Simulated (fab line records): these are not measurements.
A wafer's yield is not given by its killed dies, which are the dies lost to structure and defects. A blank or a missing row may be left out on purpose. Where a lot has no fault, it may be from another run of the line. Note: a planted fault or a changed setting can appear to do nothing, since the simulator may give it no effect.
Which of the tools did it? ; flow berkeleyCmos170 ; 7 lots, 21 wafers sampled, at 3 steps of a route of 331

WHAT THE GAUGES READ, wafer by wafer
UCB170_CONTACT_THK_MEAS_02.
lot;measured;on;CONTACT_PSG_THK (nm)
L707;day 9 00:54;filmMetro-02;700 701 701
L711;day 9 22:56;filmMetro-04;690 694 699
L709;day 10 00:20;filmMetro-02;687 694 691
L714;day 11 13:59;filmMetro-04;712 709 711
L718;day 12 10:51;filmMetro-03;619 621 615
L722;day 12 18:17;filmMetro-03;602 606 600
L727;day 14 09:46;filmMetro-03;692 703 700

TOOL THAT RAN EACH LOT (tool first, then ch and the chambers of the sampled wafers, then the start)
lot;UCB170_SDANNEAL_RTA_00;UCB170_CONTACT_CVD_01
L707;rtpAnneal-02 ch 0, day 8 21:56;lpcvd-01 ch 0, day 8 23:06
L711;rtpAnneal-02 ch 0, day 9 19:56;lpcvd-02 ch 0, day 9 21:08
L709;rtpAnneal-02 ch 0, day 9 20:26;lpcvd-01 ch 1, day 9 22:33
L714;rtpAnneal-02 ch 0, day 11 10:55;lpcvd-01 ch 0, day 11 12:13
L718;rtpAnneal-01 ch 0, day 12 07:44;lpcvd-02 ch 0, day 12 09:04
L722;rtpAnneal-01 ch 0, day 12 14:10;lpcvd-02 ch 1, day 12 16:30
L727;rtpAnneal-02 ch 0, day 14 05:32;lpcvd-01 ch 1, day 14 07:58
- UCB170_SDANNEAL_RTA_00: time 10 s.
- UCB170_CONTACT_CVD_01: deposits PSG from SiH4/O2/PH3, target thk 700 nm, time 2820 s.

THE ANSWER, worked out from the rows above alone
Rule: the lots themselves supply what counts as usual. Put in order of their means at a reading, lots are off if they are a third of the lots or fewer, leave a main group of 4 or more, and stand apart from it by a gap of 3 or more times the standard deviation of the main group's means; of several such gaps the widest counts. If all means in a main group match to the digits the tables above print for the reading, that group is not used. A lot without any number at a reading at which 4 lots or more have one is off too. Where the step has rows for the other lots, those lots are counted as sound.
Off: at UCB170_CONTACT_THK_MEAS_02 (CONTACT_PSG_THK), L718, L722. Main group: mean 699 nm, sd 6.8.
If a tool, at a process step before that reading, ran all the lots that are off and no sound lot after the first of them, it fits. The gauges at UCB170_CONTACT_THK_MEAS_02 are tried like those tools. This does not decide it: 2 tools fit, namely rtpAnneal-01 at UCB170_SDANNEAL_RTA_00 and lpcvd-02 at UCB170_CONTACT_CVD_01.

WHAT WAS PUT IN BY THE SIMULATOR
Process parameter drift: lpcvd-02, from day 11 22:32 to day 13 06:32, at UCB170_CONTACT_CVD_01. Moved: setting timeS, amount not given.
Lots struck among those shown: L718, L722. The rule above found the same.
